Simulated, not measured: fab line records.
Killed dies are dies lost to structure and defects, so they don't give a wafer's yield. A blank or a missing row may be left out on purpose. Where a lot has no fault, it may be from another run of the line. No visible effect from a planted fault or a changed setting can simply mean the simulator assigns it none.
fab line records	flow rit_cmos
record: lots: 14	wafers: 42	last_day: 8
route steps=202 shown REOX@102 CONTACT@176 M1@196
lots that met no fault: from a run of the same line without faults
start_h: hours from the record's first day to the start of the lot's first wafer shown	wait_h: time in hours since the lot's previous step	" unchanged from the row above	L1.1+2: a single row standing in for several wafers	- no value, or no start was given	* or withheld: withheld	< > ~ a bound
route shown NAME@n: a module of which the file shows steps, and the number in the route of the first	usual: mean/standard deviation taken from wafers without a fault	same: alike in all rows	chamber/n: place in a boat	sites: readings site by site	_std_site: standard deviation across them	_edge_site: mean of outer sites minus mean of inner sites	radius_mm: how far each site lies from the wafer's centre	mask NAME#n: copy n	behind: tool/chamber where the wafer was last shaped	hold: why the lot was held/for how many hours/how that ended	device: the transistor (n, p or np) that didn't switch	end of line: at the end of the route, the tests of the same wafers	for a step that has no rows: nothing shown but its recipe	killed: the dies lost at the first sort to structure and to defects; this is not the yield of the wafer	map: per-die view of a wafer (x killed, . not killed, _ where there is no die)
set.NAME: the setting as run; set.NAME@STEP: as run at that earlier step	model.NAME: the simulator's own value behind a step, which no gauge read
steps of the route over a sample of lots; a table a step, a row a wafer
services: when a tool's chamber went out of use (start_h, in hours from the record's first day, below 0 if earlier), for how many hours, and the reason
== steps ==
step: RIT_REOX_THK_MEAS_04
recipe: reads: SiO2_of_REOX_OXIDATION_03
usual: REOX_OXIDE_THK: 25.5/0.45
lot.wafer	tool	chamber	start_h	wait_h	REOX_OXIDE_THK[nm]
L725.2	film_metro-01	-	51.25	0.0	24.7
L725.4	"	-	"	"	24.5
L725.6	"	-	"	"	24.5
L726.1	film_metro-02	-	55.19	0.0	25.5
L726.3	"	-	"	"	25.6
L726.4	"	-	"	"	25.4
L727.1	film_metro-03	-	59.45	0.0	25.6
L727.3	"	-	"	"	25.3
L727.5	"	-	"	"	25.4
L728.2	film_metro-03	-	64.61	0.0	25.1
L728.3	"	-	"	"	25.4
L728.4	"	-	"	"	25.4
L730.2	film_metro-03	-	75.67	0.0	24.8
L730.3	"	-	"	"	25.3
L730.5	"	-	"	"	24.7
L733.2	film_metro-03	-	87.69	0.0	26.3
L733.3	"	-	"	"	26.1
L733.4	"	-	"	"	26.3
L735.3	film_metro-01	-	94.87	0.0	25.3
L735.5	"	-	"	"	25.3
L735.6	"	-	"	"	25.3
L739.3	film_metro-01	-	116.29	0.0	25.8
L739.5	"	-	"	"	25.5
L739.6	"	-	"	"	25.7
L740.1	film_metro-01	-	123.46	0.0	24.6
L740.3	"	-	"	"	24.8
L740.5	"	-	"	"	24.8
L742.4	film_metro-03	-	126.60	0.0	24.9
L742.5	"	-	"	"	24.5
L742.6	"	-	"	"	25.0
L743.1	film_metro-02	-	139.95	0.0	24.8
L743.3	"	-	"	"	25.1
L743.5	"	-	"	"	25.2
L745.2	film_metro-01	-	161.69	0.0	25.8
L745.3	"	-	"	"	25.8
L745.5	"	-	"	"	25.9
L746.2	film_metro-03	-	161.69	0.0	25.4
L746.4	"	-	"	"	25.7
L746.5	"	-	"	"	25.6
L748.2	film_metro-03	-	170.91	0.0	25.6
L748.3	"	-	"	"	24.6
L748.4	"	-	"	"	25.0
step: RIT_CONTACT_CD_MEAS_08
recipe: target_cd_nm: 1000
usual: cd_nm: 1000.4/2
lot.wafer	tool	chamber	start_h	wait_h	cd_nm
L725.2	cd_sem-02	-	62.12	-	999.8
L725.4	"	-	"	"	998.9
L725.6	"	-	"	"	999.8
L726.1	cd_sem-02	-	66.62	-	1003.4
L726.3	"	-	"	"	1004.5
L726.4	"	-	"	"	1003.3
L727.1	cd_sem-01	-	70.89	-	1000.3
L727.3	"	-	"	"	998.3
L727.5	"	-	"	"	999.6
L728.2	cd_sem-01	-	75.82	-	1000.9
L728.3	"	-	"	"	1002.5
L728.4	"	-	"	"	1002.1
L730.2	cd_sem-01	-	87.73	-	1001.0
L730.3	"	-	"	"	999.3
L730.5	"	-	"	"	999.5
L733.2	cd_sem-01	-	99.60	-	1001.4
L733.3	"	-	"	"	999.0
L733.4	"	-	"	"	998.9
L735.3	cd_sem-01	-	106.70	-	999.4
L735.5	"	-	"	"	998.5
L735.6	"	-	"	"	999.8
L739.3	cd_sem-01	-	127.56	-	996.6
L739.5	"	-	"	"	997.5
L739.6	"	-	"	"	995.8
L740.1	cd_sem-01	-	134.91	-	998.6
L740.3	"	-	"	"	998.4
L740.5	"	-	"	"	998.6
L742.4	cd_sem-02	-	138.37	-	1001.9
L742.5	"	-	"	"	1005.2
L742.6	"	-	"	"	1003.1
L743.1	cd_sem-02	-	153.89	-	1000.1
L743.3	"	-	"	"	999.9
L743.5	"	-	"	"	1001.7
L745.2	cd_sem-01	-	174.59	-	1002.8
L745.3	"	-	"	"	1004.5
L745.5	"	-	"	"	1004.1
L746.2	cd_sem-01	-	175.30	-	1002.1
L746.4	"	-	"	"	1000.5
L746.5	"	-	"	"	1002.0
L748.2	cd_sem-01	-	182.04	-	1001.4
L748.3	"	-	"	"	1000.4
L748.4	"	-	"	"	1000.9
step: RIT_CONTACT_CD_MEAS_90
recipe: target_cd_nm: 1000
usual: cd_nm: 1000.4/2.1
lot.wafer	tool	chamber	start_h	wait_h	cd_nm
L725.2	cd_sem-01	-	62.79	0.1	999.9
L725.4	"	-	"	"	998.8
L725.6	"	-	"	"	999.4
L726.1	cd_sem-01	-	67.30	0.1	1003.6
L726.3	"	-	"	"	1004.9
L726.4	"	-	"	"	1003.3
L727.1	cd_sem-01	-	71.56	0.1	1000.5
L727.3	"	-	"	"	998.3
L727.5	"	-	"	"	999.6
L728.2	cd_sem-01	-	76.50	0.1	1000.7
L728.3	"	-	"	"	1002.6
L728.4	"	-	"	"	1001.8
L730.2	cd_sem-02	-	88.68	0.1	1001.0
L730.3	"	-	"	"	998.9
L730.5	"	-	"	"	999.5
L733.2	cd_sem-02	-	100.27	0.1	1001.2
L733.3	"	-	"	"	998.8
L733.4	"	-	"	"	999.1
L735.3	cd_sem-01	-	107.38	0.1	999.3
L735.5	"	-	"	"	998.6
L735.6	"	-	"	"	999.8
L739.3	cd_sem-02	-	128.24	0.1	996.7
L739.5	"	-	"	"	997.6
L739.6	"	-	"	"	996.0
L740.1	cd_sem-01	-	135.59	0.1	998.4
L740.3	"	-	"	"	999.2
L740.5	"	-	"	"	999.2
L742.4	cd_sem-02	-	139.05	0.1	1002.0
L742.5	"	-	"	"	1005.1
L742.6	"	-	"	"	1003.6
L743.1	cd_sem-01	-	154.57	0.1	1000.1
L743.3	"	-	"	"	999.6
L743.5	"	-	"	"	1001.1
L745.2	cd_sem-02	-	175.34	0.1	1002.9
L745.3	"	-	"	"	1005.6
L745.5	"	-	"	"	1004.0
L746.2	cd_sem-02	-	175.97	0.1	1001.9
L746.4	"	-	"	"	1000.3
L746.5	"	-	"	"	1001.8
L748.2	cd_sem-02	-	182.72	0.1	1001.1
L748.3	"	-	"	"	1000.6
L748.4	"	-	"	"	1001.5
step: RIT_M1_METAL_ETCH_12
recipe: stop_on: SiO2	chemistry: Cl2/BCl3	target: Al	time_s: 165	over_etch_frac: 0.5	pressure_mtorr: 100	target_depth_a: 6000	rf_w: 250	Cl2_flow_sccm: 60	bcl3_flow_sccm: 50
usual: drypump_motor_current_A: 5.7/0.53	oes_product_au: 0.775/0.011	rf_fwd_power_W: 248.9/0.84	run_length_s: 193.2/0.44	throttle_valve_pct: 8.40/0.12
lot.wafer	tool	chamber	start_h	wait_h	drypump_motor_current_A	oes_product_au	rf_fwd_power_W	rf_hours_counter_h	run_length_s	throttle_valve_pct
L725.2	rie_metal-02	1	65.16	0.2	6.4	0.773	249.6	1	192.9	8.42
L725.4	"	1	"	"	6.4	0.781	248.7	-	193.1	8.40
L725.6	"	1	"	"	6.4	0.785	249.1	-	193.1	8.42
L726.1	rie_metal-04	1	69.53	0.2	4.9	0.769	248.6	30	193.1	8.23
L726.3	"	1	"	"	4.9	0.765	248.9	-	192.7	8.25
L726.4	"	1	"	"	4.9	0.761	248.5	-	193.1	8.25
L727.1	rie_metal-01	0	73.79	0.2	5.5	0.785	249.3	4	193.6	8.29
L727.3	"	0	"	"	5.5	0.771	249.6	-	193.8	8.28
L727.5	"	0	"	"	5.6	0.773	248.7	-	194.4	8.25
L728.2	rie_metal-02	0	78.96	0.2	5.8	0.776	247.1	1	193.1	8.52
L728.3	"	1	"	"	6.4	0.801	248.9	-	192.9	8.40
L728.4	"	0	"	"	5.8	0.778	247.4	-	193.0	8.51
L730.2	rie_metal-01	0	91.04	0.2	5.6	0.764	247.9	4	193.8	8.29
L730.3	"	1	"	"	6.2	0.770	249.6	-	193.6	8.56
L730.5	"	1	"	"	6.3	0.757	250.0	-	193.6	8.59
L733.2	rie_metal-01	0	102.83	0.2	5.6	0.759	248.2	4	199.0	8.28
L733.3	"	1	"	"	6.3	0.770	249.2	-	193.4	8.56
L733.4	"	0	"	"	5.6	0.750	249.0	-	199.3	8.28
L735.3	rie_metal-01	1	109.90	0.2	6.3	0.771	250.0	-	193.4	8.55
L735.5	"	1	"	"	6.3	0.765	249.2	-	193.4	8.55
L735.6	"	0	"	"	5.5	0.764	248.3	-	198.8	8.28
L739.3	rie_metal-04	1	130.70	0.2	4.9	0.771	248.0	-	192.8	8.25
L739.5	"	1	"	"	4.9	0.770	248.7	-	192.9	8.24
L739.6	"	0	"	"	5.2	0.773	249.7	-	192.8	8.41
L740.1	rie_metal-02	1	137.82	0.2	6.4	0.790	248.4	1	193.5	8.39
L740.3	"	0	"	"	5.8	0.759	248.5	-	193.2	8.52
L740.5	"	1	"	"	6.4	0.777	250.1	-	193.4	8.40
L742.4	rie_metal-02	1	141.28	0.1	6.4	0.787	249.1	-	193.2	8.40
L742.5	"	0	"	"	5.8	0.772	248.9	-	192.7	8.52
L742.6	"	1	"	"	6.4	0.802	248.7	-	192.9	8.40
L743.1	rie_metal-04	1	156.92	0.2	4.9	0.759	248.4	0	193.1	8.23
L743.3	"	1	"	"	4.8	0.748	247.6	-	192.9	8.24
L743.5	"	1	"	"	4.9	0.753	248.3	-	192.7	8.24
L745.2	rie_metal-02	1	177.63	0.2	6.4	0.793	249.3	2	193.0	8.40
L745.3	"	1	"	"	6.4	0.797	248.1	-	193.1	8.41
L745.5	"	1	"	"	6.4	0.791	247.7	-	193.0	8.40
L746.2	rie_metal-04	0	178.57	0.2	5.2	0.798	249.0	-	192.6	8.40
L746.4	"	0	"	"	5.2	0.784	249.2	-	193.0	8.40
L746.5	"	0	"	"	5.2	0.790	249.9	-	193.2	8.41
L748.2	rie_metal-02	1	185.69	0.2	6.4	0.787	249.4	2	193.7	8.42
L748.3	"	0	"	"	5.7	0.760	247.4	-	192.9	8.54
L748.4	"	1	"	"	6.4	0.784	250.3	-	193.0	8.38
step: RIT_M1_PROBE_99
usual: defect_limited_yield: 97.6/1	killed_at_contacts: 0.1/0.23	killed_at_front_end: 6.2/2.8	killed_dies: 6.3/2.7	killed_open: 3.1/2	killed_short: 3.2/1.8	sort_bin_3_pad_short: 0.1/0.18	sort_bin_5_function: 1.3/0.73	sort_bin_6_memory: 1.0/0.62	sort_n_pass: 257.7/2.7	sort_yield_pct: 97.6/1
same: gross_dies: 264	killed_at_M0_to_M3: 0	killed_at_M4_up: 0	killed_at_back_side: 0	killed_at_other: 0
lot.wafer	tool	chamber	start_h	wait_h	defect_limited_yield[%]	killed_at_contacts	killed_at_front_end	killed_dies	killed_open	killed_short	sort_bin_3_pad_short[%]	sort_bin_5_function[%]	sort_bin_6_memory[%]	sort_n_pass	sort_yield_pct[%]
L725.2	prober-02	-	67.46	0.1	97.3	0	7	7	4	3	0	0.8	1.9	257.0	97.3
L725.4	prober-02	-	67.56	0.2	97.0	0	8	8	4	4	0	1.5	1.5	256.0	97.0
L725.6	prober-02	-	67.66	0.2	97.0	0	8	8	6	2	0.4	1.9	0.8	256.0	97.0
L726.1	prober-01	-	71.94	0.1	99.2	0	2	2	1	1	0	0.8	0	262.0	99.2
L726.3	prober-01	-	72.04	0.2	97.7	0	6	6	3	3	0	0.8	1.5	258.0	97.7
L726.4	prober-01	-	72.09	0.2	98.1	0	5	5	2	3	0	1.5	0.4	259.0	98.1
L727.1	prober-02	-	76.05	0.1	97.7	0	6	6	3	3	0.4	1.1	0.8	258.0	97.7
L727.3	prober-02	-	76.15	0.2	98.9	0	3	3	2	1	0	0.4	0.8	261.0	98.9
L727.5	prober-02	-	76.25	0.2	97.7	0	6	6	3	3	0	1.1	1.1	258.0	97.7
L728.2	prober-01	-	81.26	0.1	98.1	0	5	5	2	3	0.4	1.1	0.4	259.0	98.1
L728.3	prober-01	-	81.31	0.2	97.7	0	6	6	1	5	0.4	0.8	1.1	258.0	97.7
L728.4	prober-01	-	81.36	0.2	97.0	0	8	8	4	4	0	1.9	1.1	256.0	97.0
L730.2	prober-01	-	93.55	0.1	95.8	0	11	11	4	7	0	1.9	2.3	253.0	95.8
L730.3	prober-01	-	93.60	0.2	97.3	0	7	7	3	4	0.4	0.8	1.5	257.0	97.3
L730.5	prober-01	-	93.70	0.2	99.2	0	2	2	1	1	0	0.8	0	262.0	99.2
L733.2	prober-01	-	105.14	0.1	95.8	0	11	11	7	4	0.8	2.3	1.1	253.0	95.8
L733.3	prober-01	-	105.19	0.2	97.3	0	7	7	1	6	0	1.5	1.1	257.0	97.3
L733.4	prober-01	-	105.24	0.2	98.5	0	4	4	2	2	0	0.8	0.8	260.0	98.5
L735.3	prober-01	-	112.20	0.2	98.1	0	5	5	2	3	0	1.1	0.8	259.0	98.1
L735.5	prober-01	-	112.30	0.2	99.2	0	2	2	0	2	0	0.4	0.4	262.0	99.2
L735.6	prober-01	-	112.35	0.2	98.1	1	4	5	4	1	0	0.8	1.1	259.0	98.1
L739.3	prober-01	-	132.99	0.2	95.8	0	11	11	6	5	0.4	1.9	1.9	253.0	95.8
L739.5	prober-01	-	133.09	0.2	96.2	0	10	10	4	6	0	1.9	1.9	254.0	96.2
L739.6	prober-01	-	133.14	0.2	98.5	0	4	4	4	0	0	0.4	1.1	260.0	98.5
L740.1	prober-02	-	140.07	0.1	97.7	0	6	6	0	6	0.4	0.8	1.1	258.0	97.7
L740.3	prober-02	-	140.17	0.2	99.2	0	2	2	1	1	0	0.8	0	262.0	99.2
L740.5	prober-02	-	140.27	0.2	96.2	0	10	10	7	3	0	1.9	1.9	254.0	96.2
L742.4	prober-02	-	144.04	0.2	98.1	0	5	5	1	4	0	1.1	0.8	259.0	98.1
L742.5	prober-02	-	144.09	0.2	97.3	0	7	7	5	2	0	0.8	1.9	257.0	97.3
L742.6	prober-02	-	144.14	0.2	96.2	0	10	10	4	6	0	2.3	1.5	254.0	96.2
L743.1	prober-02	-	159.19	0.1	98.5	0	4	4	2	2	0	0.8	0.8	260.0	98.5
L743.3	prober-02	-	159.29	0.2	99.2	0	2	2	2	0	0	0.4	0.4	262.0	99.2
L743.5	prober-02	-	159.39	0.2	97.3	0	7	7	4	3	0.4	1.5	0.8	257.0	97.3
L745.2	prober-01	-	179.95	0.1	98.9	0	3	3	2	1	0	0.8	0.4	261.0	98.9
L745.3	prober-01	-	180.00	0.2	98.5	1	3	4	2	2	0	0.4	1.1	260.0	98.5
L745.5	prober-01	-	180.10	0.2	97.3	0	7	7	4	3	0.4	1.1	1.1	257.0	97.3
L746.2	prober-01	-	181.45	0.1	97.3	0	7	7	2	5	0	2.3	0.4	257.0	97.3
L746.4	prober-01	-	181.55	0.2	97.0	0	8	8	1	7	0.4	1.5	1.1	256.0	97.0
L746.5	prober-01	-	181.60	0.2	97.0	0	8	8	5	3	0	2.3	0.8	256.0	97.0
L748.2	prober-02	-	188.00	0.1	97.3	0	7	7	3	4	0	2.3	0.4	257.0	97.3
L748.3	prober-02	-	188.05	0.2	99.2	0	2	2	1	1	0	0	0.8	262.0	99.2
L748.4	prober-02	-	188.10	0.2	98.1	0	5	5	3	2	0.4	0.8	0.8	259.0	98.1
killed by level:class
L725.2 GATE:geometric_particle:open=2 SILICIDE:geometric_particle:short=2 FOX1:geometric_particle:open=1 FOX2:geometric_particle:open=1 REOX:geometric_particle:short=1
L725.4 FOX1:geometric_particle:open=2 REOX:geometric_particle:short=2 GATE:geometric_particle:short=1 GATE:geometric_particle:open=1 REOX:geometric_particle:open=1 SPACER:geometric_particle:short=1
L725.6 FOX1:geometric_particle:open=2 REOX:geometric_particle:open=2 GATE:geometric_particle:open=1 GATE:geometric_particle:short=1 REOX:geometric_particle:short=1 SPACER:geometric_particle:open=1
L726.1 FOX2:geometric_particle:open=1 SILICIDE:geometric_particle:short=1
L726.3 REOX:geometric_particle:open=2 REOX:geometric_particle:short=1 SPACER:geometric_particle:open=1 SPACER:geometric_particle:short=1 SILICIDE:geometric_particle:short=1
L726.4 GATE:geometric_particle:short=2 REOX:geometric_particle:open=1 SPACER:geometric_particle:short=1 SPACER:geometric_particle:open=1
L727.1 REOX:geometric_particle:open=2 FOX2:geometric_particle:short=1 GATE:geometric_particle:open=1 GATE:geometric_particle:short=1 SILICIDE:geometric_particle:short=1
L727.3 FOX1:geometric_particle:open=2 GATE:geometric_particle:short=1
L727.5 FOX1:geometric_particle:open=3 FOX1:geometric_particle:short=1 FOX2:geometric_particle:short=1 REOX:geometric_particle:short=1
L728.2 GATE:geometric_particle:short=2 GATE:geometric_particle:open=1 REOX:geometric_particle:short=1 SPACER:geometric_particle:open=1
L728.3 FOX2:geometric_particle:short=2 GATE:geometric_particle:short=1 REOX:geometric_particle:open=1 REOX:geometric_particle:short=1 SILICIDE:geometric_particle:short=1
L728.4 GATE:geometric_particle:open=3 REOX:geometric_particle:short=2 GATE:geometric_particle:short=1 SILICIDE:geometric_particle:open=1 SILICIDE:geometric_particle:short=1
L730.2 GATE:geometric_particle:open=3 GATE:geometric_particle:short=2 SPACER:geometric_particle:short=2 SILICIDE:geometric_particle:short=2 FOX1:geometric_particle:open=1 FOX1:geometric_particle:short=1
L730.3 SILICIDE:geometric_particle:open=2 FOX1:geometric_particle:short=1 FOX2:geometric_particle:short=1 SILICIDE:geometric_particle:short=1 GATE:geometric_particle:open=1 SPACER:geometric_particle:short=1
L730.5 REOX:geometric_particle:open=1 SPACER:geometric_particle:short=1
L733.2 FOX1:geometric_particle:open=3 GATE:geometric_particle:open=3 SILICIDE:geometric_particle:short=2 GATE:geometric_particle:short=1 REOX:geometric_particle:short=1 SPACER:geometric_particle:open=1
L733.3 GATE:geometric_particle:short=3 FOX2:geometric_particle:short=2 FOX1:geometric_particle:short=1 GATE:geometric_particle:open=1
L733.4 FOX1:geometric_particle:short=2 GATE:geometric_particle:open=2
L735.3 FOX1:geometric_particle:short=3 FOX1:geometric_particle:open=2
L735.5 GATE:geometric_particle:short=2
L735.6 FOX1:geometric_particle:open=1 GATE:geometric_particle:open=1 SILICIDE:geometric_particle:open=1 SILICIDE:geometric_particle:short=1 CONTACT:geometric_particle:open=1
L739.3 GATE:geometric_particle:short=3 REOX:geometric_particle:open=2 FOX2:geometric_particle:open=1 GATE:geometric_particle:open=1 REOX:geometric_particle:short=1 SPACER:geometric_particle:open=1 SILICIDE:geometric_particle:short=1 SILICIDE:geometric_particle:open=1
L739.5 GATE:geometric_particle:short=2 GATE:geometric_particle:open=2 REOX:geometric_particle:short=2 FOX2:geometric_particle:open=1 FOX2:geometric_particle:short=1 SPACER:geometric_particle:open=1 SILICIDE:geometric_particle:short=1
L739.6 FOX1:geometric_particle:open=2 GATE:geometric_particle:open=1 REOX:geometric_particle:open=1
L740.1 SPACER:geometric_particle:short=2 FOX1:geometric_particle:short=1 FOX2:geometric_particle:short=1 GATE:geometric_particle:short=1 REOX:geometric_particle:short=1
L740.3 GATE:geometric_particle:open=1 GATE:geometric_particle:short=1
L740.5 GATE:geometric_particle:open=4 GATE:geometric_particle:short=2 FOX1:geometric_particle:open=1 REOX:geometric_particle:short=1 REOX:geometric_particle:open=1 SILICIDE:geometric_particle:open=1
L742.4 SILICIDE:geometric_particle:short=2 GATE:geometric_particle:short=2 REOX:geometric_particle:open=1
L742.5 GATE:geometric_particle:open=2 GATE:geometric_particle:short=2 FOX1:geometric_particle:open=1 SPACER:geometric_particle:open=1 SILICIDE:geometric_particle:open=1
L742.6 GATE:geometric_particle:short=4 FOX1:geometric_particle:short=1 FOX1:geometric_particle:open=1 GATE:geometric_particle:open=1 REOX:geometric_particle:open=1 SPACER:geometric_particle:short=1 SPACER:geometric_particle:open=1
L743.1 GATE:geometric_particle:open=2 FOX1:geometric_particle:short=1 REOX:geometric_particle:short=1
L743.3 REOX:geometric_particle:open=2
L743.5 GATE:geometric_particle:open=2 FOX1:geometric_particle:short=1 FOX2:geometric_particle:short=1 FOX2:geometric_particle:open=1 GATE:geometric_particle:short=1 SILICIDE:geometric_particle:open=1
L745.2 FOX1:geometric_particle:short=1 REOX:geometric_particle:open=1 SPACER:geometric_particle:open=1
L745.3 GATE:geometric_particle:short=2 SPACER:geometric_particle:open=1 CONTACT:geometric_particle:open=1
L745.5 FOX1:geometric_particle:short=2 SPACER:geometric_particle:open=2 FOX2:geometric_particle:open=1 GATE:geometric_particle:open=1 GATE:geometric_particle:short=1
L746.2 FOX2:geometric_particle:open=2 FOX1:geometric_particle:short=1 FOX2:geometric_particle:short=1 GATE:geometric_particle:short=1 REOX:geometric_particle:short=1 SPACER:geometric_particle:short=1
L746.4 GATE:geometric_particle:short=3 SILICIDE:geometric_particle:short=2 FOX2:geometric_particle:short=1 SPACER:geometric_particle:short=1 SPACER:geometric_particle:open=1
L746.5 GATE:geometric_particle:open=3 FOX2:geometric_particle:open=2 REOX:geometric_particle:short=2 GATE:geometric_particle:short=1
L748.2 GATE:geometric_particle:short=2 REOX:geometric_particle:open=2 ACTIVE:geometric_particle:short=1 SPACER:geometric_particle:open=1 SILICIDE:geometric_particle:short=1
L748.3 FOX2:geometric_particle:short=1 GATE:geometric_particle:open=1
L748.4 GATE:geometric_particle:short=2 FOX1:geometric_particle:open=1 FOX2:geometric_particle:open=1 SILICIDE:geometric_particle:open=1
== services ==
tool	chamber	start_h	hours	kind
rie_metal-04	0	57.60	16.7	repair
rie_metal-02	0	66.56	4.9	repair
rie_metal-04	0	101.85	2.4	repair
rie_metal-04	-	136.12	20.0	pm
rie_metal-04	0	136.12	20.0	vent_cycle
rie_metal-04	1	136.12	20.0	vent_cycle
rie_metal-04	0	156.12	-	clean
rie_metal-04	1	156.12	-	clean
rie_metal-04	1	164.06	16.1	repair
rie_metal-04	0	168.38	2.7	repair
== key ==
first_sign: step: RIT_M1_METAL_ETCH_12	reading: run_length_s	direction: up	sigmas: 13	usual: *	struck: *
effect none on later readings
met_at RIT_M1_METAL_ETCH_12
struck_lots L733,L735
struck_wafers L733.2,L733.4,L735.6
not_acting_at RIT_REOX_THK_MEAS_04,RIT_CONTACT_CD_MEAS_08,RIT_CONTACT_CD_MEAS_90
onset_between 91.04 102.83
fault: kind: process_parameter_drift	tool: rie_metal-01	chamber: 0	onset_h: 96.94	steps: RIT_M1_METAL_ETCH_12	channel: time_s	offset: *	shape: step	end_h: 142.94	stated: *
